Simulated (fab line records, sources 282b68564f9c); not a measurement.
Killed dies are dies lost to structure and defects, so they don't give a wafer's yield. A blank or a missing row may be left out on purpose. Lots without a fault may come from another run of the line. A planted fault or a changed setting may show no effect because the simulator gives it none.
Split-lot experiment | flow rit_cmos | 5 lots, 23 wafers read, on a route of 202 steps

THE SPLIT
At RIT_GATE_DEVELOP_15 (develop time 50 s), the setting develop_time_s was moved away from the recipe's 50 s on 8 of the 23 wafers read, by +9.1% to +14.4%. The other wafers ran this setting at the recipe's value.

FROM THE SPLIT TO THE READING: what the file shows between them, 15 steps
- RIT_GATE_ETCH_19: etches poly-Si in SF6/CHF3/O2, stops on SiO2, time 165 s, target depth 312.5 nm (also split here: time_s)
- RIT_REOX_OXIDATION_03: target thk 25.2 nm, ox time 5580 s (also split here: temp_c)
- RIT_REOX_THK_MEAS_04
- RIT_NLDD_IMPLANT_08 (also split here: dose_cm2)
- RIT_PLDD_IMPLANT_08 (also split here: energy_kev)
- RIT_PLDD_STRIP_09: strips in O2, time 180 s
- RIT_SPACER_CLEAN_00: cleans in SC1, time 600 s
- RIT_NSD_IMPLANT_08 (also split here: dose_cm2)
- RIT_PSD_SOFTBAKE_02: time 60 s (also split here: temp_c)
- RIT_PSD_EXPOSE_03: exposes mask M10, target cd 40900 nm
- RIT_PSD_PEB_04
- RIT_SDANNEAL_RTA_03: time 4.907 s
- RIT_SDANNEAL_RS_MEAS_05: measures by four-point-probe
- RIT_SDANNEAL_RS_MEAS_06: measures by four-point-probe
- RIT_SDANNEAL_RS_MEAS_07: measures by four-point-probe

THE READING
etest.nmos_turned.drive_ua_um (the simulator's own value, which no gauge read), at RIT_M1_PROBE_99. The file gives no usual value for it. The 15 wafers here that ran the recipe average 304.0, standard deviation 58.

wafer  | tool, chamber at the split | develop_time_s as run, s | against the recipe | etest.nmos_turned.drive_ua_um | against lot-mates on the recipe
L074.1 | litho_track-01, 0          | 57.22                    | +14.4%             | 506.3                         | +87.2
L074.3 | litho_track-01, 0          | 50                       | recipe             | 422.4                         | -
L074.4 | litho_track-01, 0          | 57.22                    | +14.4%             | 508.7                         | +89.6
L074.5 | litho_track-01, 0          | 57.22                    | +14.4%             | 523                           | +103.9
L074.6 | litho_track-01, 0          | 50                       | recipe             | 415.9                         | -
L077.1 | litho_track-02, 0          | 56.03                    | +12.1%             | 316.8                         | +35.3
L077.2 | litho_track-02, 0          | 56.03                    | +12.1%             | 321.4                         | +39.9
L077.3 | litho_track-02, 0          | 50                       | recipe             | 285.8                         | -
L077.5 | litho_track-02, 0          | 56.03                    | +12.1%             | 316.7                         | +35.2
L077.6 | litho_track-02, 0          | 50                       | recipe             | 277.1                         | -
L078.1 | litho_track-02, 0          | 54.54                    | +9.1%              | 352.6                         | +32.3
L078.2 | litho_track-02, 0          | 50                       | recipe             | 323.1                         | -
L078.3 | litho_track-02, 0          | 54.54                    | +9.1%              | 347.7                         | +27.4
L078.4 | litho_track-02, 0          | 50                       | recipe             | 321                           | -
L078.5 | litho_track-02, 0          | 50                       | recipe             | 316.9                         | -
L079.1 | litho_track-04, 0          | 50                       | recipe             | 332.6                         | -
L079.4 | litho_track-04, 0          | 50                       | recipe             | 322.8                         | -
L079.6 | litho_track-04, 0          | 50                       | recipe             | 333.9                         | -
L083.1 | litho_track-01, 0          | 50                       | recipe             | 233.4                         | -
L083.2 | litho_track-01, 0          | 50                       | recipe             | 252.6                         | -
L083.3 | litho_track-01, 0          | 50                       | recipe             | 247.5                         | -
L083.5 | litho_track-01, 0          | 50                       | recipe             | 231.8                         | -
L083.6 | litho_track-01, 0          | 50                       | recipe             | 243.4                         | -

THE FIT
A straight line over all 23 wafers: etest.nmos_turned.drive_ua_um changes by +8.82 for each +1% of develop_time_s; r = +0.63; the points scatter about the line by 68.
The same after taking each lot's own level away (the mean of its wafers on the recipe; 23 wafers): +4.94 for each +1%; r = +0.91; scatter 14.
On that fit, the largest move of develop_time_s shifts the reading by 71.
The lots' own levels span 241.74 to 419.15, that is 3.1 times the standard deviation above.
So the lot-to-lot level blurs the effect unless lot-mates are compared.
Check: with one of the wafers moved furthest among these (+14.4%) left out of the fit, the line predicts +66.4 for it against its lot-mates. It came out at +87.2 against them.

OTHER SPLITS ON THESE WAFERS
These wafers also went through other splits before the reading. Each is held against what the fit with the lots' levels taken away leaves over:
other split on the same wafers | wafers away from the commonest value | r with etest.nmos_turned.drive_ua_um (lot level and that fit taken away)
RIT_ACTIVE_COAT_06 spin_rpm    | 4                                    | -0.34
RIT_ACTIVE_HARDBAKE_12 temp_c  | 4                                    | -0.04
RIT_GATE_CVD_08 sih4_flow_sccm | 10                                   | -0.62
RIT_GATE_ETCH_19 time_s        | 9                                    | +0.07
RIT_REOX_OXIDATION_03 temp_c   | 10                                   | -0.48
RIT_NLDD_IMPLANT_08 dose_cm2   | 10                                   | -0.14
RIT_PLDD_IMPLANT_08 energy_kev | 11                                   | -0.32
RIT_NSD_IMPLANT_08 dose_cm2    | 10                                   | +0.00
RIT_PSD_SOFTBAKE_02 temp_c     | 7                                    | -0.19

THE WHOLE CHAIN: every reading that the file lists as answering this split, in the file's order
step            | what it does | reading                                                                        | change (the file's fit)           | r (the file's)
RIT_M1_PROBE_99 |              | etest.pmos_0p3.r_on_ohm_um (the simulator's own value, which no gauge read)    | -36 for each +1% of the setting   | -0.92
RIT_M1_PROBE_99 |              | etest.pmos_0p15.r_on_ohm_um (the simulator's own value, which no gauge read)   | -35.8 for each +1% of the setting | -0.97
RIT_M1_PROBE_99 |              | etest.pmos_turned.r_on_ohm_um (the simulator's own value, which no gauge read) | -34.2 for each +1% of the setting | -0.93
RIT_M1_PROBE_99 |              | etest.nmos_0p15.r_on_ohm_um (the simulator's own value, which no gauge read)   | -11.3 for each +1% of the setting | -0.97
RIT_M1_PROBE_99 |              | etest.nmos_0p3.r_on_ohm_um (the simulator's own value, which no gauge read)    | -11.8 for each +1% of the setting | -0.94
RIT_M1_PROBE_99 |              | etest.nmos_0p15.drive_ua_um (the simulator's own value, which no gauge read)   | +8.63 for each +1% of the setting | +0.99
RIT_M1_PROBE_99 |              | etest.pmos_0p15.drive_ua_um (the simulator's own value, which no gauge read)   | +5.77 for each +1% of the setting | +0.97
RIT_M1_PROBE_99 |              | etest.nmos_turned.drive_ua_um (the simulator's own value, which no gauge read) | +4.73 for each +1% of the setting | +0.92

THE FILE'S OWN FIT
etest.nmos_turned.drive_ua_um changes by +4.73 for each +1% of develop_time_s, r = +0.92.
